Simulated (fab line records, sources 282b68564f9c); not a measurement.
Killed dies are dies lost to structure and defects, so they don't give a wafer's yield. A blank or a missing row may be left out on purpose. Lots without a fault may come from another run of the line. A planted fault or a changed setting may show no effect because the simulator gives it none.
Which tool did it? | flow rit_cmos | 7 lots, 21 wafers sampled, at 2 steps of a route of 202

WHAT THE GAUGES READ, wafer by wafer
RIT_GATE_THK_MEAS_07.
lot  | measured    | on            | GATE_OXIDE_THK (nm)
L506 | day 3 00:13 | film_metro-01 | 2.94 2.96 2.88
L509 | day 3 11:53 | film_metro-01 | 2.99 2.96 2.90
L511 | day 3 20:39 | film_metro-04 | 3.02 3.05 3.03
L516 | day 4 22:01 | film_metro-04 | 3.02 3.09 3.06
L522 | day 6 03:20 | film_metro-03 | 4.81 4.86 4.96
L524 | day 6 13:35 | film_metro-03 | 3.05 3.01 3.02
L527 | day 7 04:47 | film_metro-04 | 3.19 3.20 3.16

WHICH TOOL RAN EACH LOT (tool, then ch and the chambers of the sampled wafers, then the start)
lot  | RIT_GATE_OXIDATION_05
L506 | furnace-02 ch 0, day 2 22:53
L509 | furnace-02 ch 0, day 3 10:31
L511 | furnace-04 ch 0, day 3 19:19
L516 | furnace-01 ch 0, day 4 20:41
L522 | furnace-01 ch 0, day 6 02:01
L524 | furnace-04 ch 0, day 6 12:03
L527 | furnace-04 ch 0, day 7 03:28
- RIT_GATE_OXIDATION_05: target thk 3 nm, ox time 270 s.

THE ANSWER, worked out from the rows above alone
Rule: what is usual is taken from the lots themselves. Put in order of their means at a reading, lots are off if they are a third of the lots or fewer, leave a main group of 4 or more, and stand apart from it by a gap of 3 or more times the standard deviation of the main group's means; of several such gaps the widest counts. A main group whose means are all the same, to the digits that the tables above print for the reading, isn't used. A lot without any number at a reading at which 4 lots or more have one is off too. The other lots that the step has rows for count as sound.
Off: L522, at RIT_GATE_THK_MEAS_07 (GATE_OXIDE_THK). The main group: mean 3.03 nm, standard deviation 0.083.
A tool fits if, at a process step before that reading, it ran every lot that is off, and no sound lot after the first of them. The gauges at RIT_GATE_THK_MEAS_07 are tried like those tools. One fits: furnace-01 at RIT_GATE_OXIDATION_05. Its last sound lot is L516 (day 4 20:41), its first lot that is off L522 (day 6 02:01): a fault that began between those two fits.

WHAT THE SIMULATOR HAD PUT IN
Process parameter drift: furnace-01, from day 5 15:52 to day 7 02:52, at RIT_GATE_OXIDATION_05. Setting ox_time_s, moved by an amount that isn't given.
Lots struck among those shown: L522. The rule above found the same.
